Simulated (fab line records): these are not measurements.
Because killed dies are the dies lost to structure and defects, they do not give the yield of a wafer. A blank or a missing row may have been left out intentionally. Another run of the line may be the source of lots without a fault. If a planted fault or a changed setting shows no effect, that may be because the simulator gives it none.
One fault through the eyes of 2 desks    flow rit cmos    each desk holds nothing but its own numbers, with what lay behind them at the end

FOR THE TOOL OWNER'S DESK: iline stepper-01
The tool's own readings at RIT_PSD_EXPOSE_03 (exposes mask M10, target cd 40900 nm): means of the sampled wafers that have a number, for each lot that ran on this tool. Marked OUT: a lot whose mean sits more than 4 standard deviations from the usual mean, which makes it out of limits; the brackets give that distance.
Columns: A = reticle temp C at RIT_PSD_EXPOSE_03, usual 22.98 C
lot   first seen here  A
L757  day 3 11:23      23.06
L758  day 3 20:24      22.70
L764  day 4 20:14      22.86
L765  day 5 02:10      23.12
L766  day 5 04:07      22.92
L768  day 5 14:03      23.08
This desk found nothing out of limits on any of the 6 lots.

FROM THE METROLOGY DESK
Lot by lot, what the gauges showed, no matter which tool ran the lot: averages of those sampled wafers that carry a number. Marked OUT: a lot whose mean sits more than 4 standard deviations from the usual mean, which makes it out of limits; the brackets give that distance.
Columns: A = PSD_OVL at RIT_PSD_OVL_MEAS_06, usual 0.4 nm
lot   first seen here  A
L756  day 3 03:50      0.2
L757  day 3 11:46      0.1
L759  day 3 20:43      1.2
L758  day 3 21:00      -0.9
L760  day 3 22:27      0.6
L762  day 4 14:58      -0.2
L764  day 4 20:42      131.5 (+94) OUT
L765  day 5 02:32      131.7 (+94) OUT
L766  day 5 04:29      130.1 (+93) OUT
L767  day 5 11:30      1.7
L768  day 5 14:39      131.8 (+94) OUT
L771  day 6 03:44      -0.1
L772  day 6 08:40      0.7
L773  day 6 16:28      -0.2
L775  day 7 00:17      -1.0
This desk's finding: out of limits on L764, L765, L766, L768; first on L764, day 4 20:42 (PSD_OVL at RIT_PSD_OVL_MEAS_06). L756, L757, L759, L758, L760, L762, L767, L771, L772, L773, L775 stayed within limits.

ALL TOGETHER
At day 4 20:42 the metrology desk could have sounded an alarm, on L764, L765, L766, L768.
Nothing out of limits was seen by the tool owner's desk.
Tool owner's desk: L764, L765, L766, L768 on record, inside its limits.
Of the lots named, all ran RIT_PSD_EXPOSE_03 on iline stepper-01.

WHAT THE SIMULATOR HAD INSERTED
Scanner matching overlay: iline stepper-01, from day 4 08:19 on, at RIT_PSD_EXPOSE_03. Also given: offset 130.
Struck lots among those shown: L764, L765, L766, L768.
Hours from the fault's start to each desk's first reading out of limits: the metrology desk, 12.
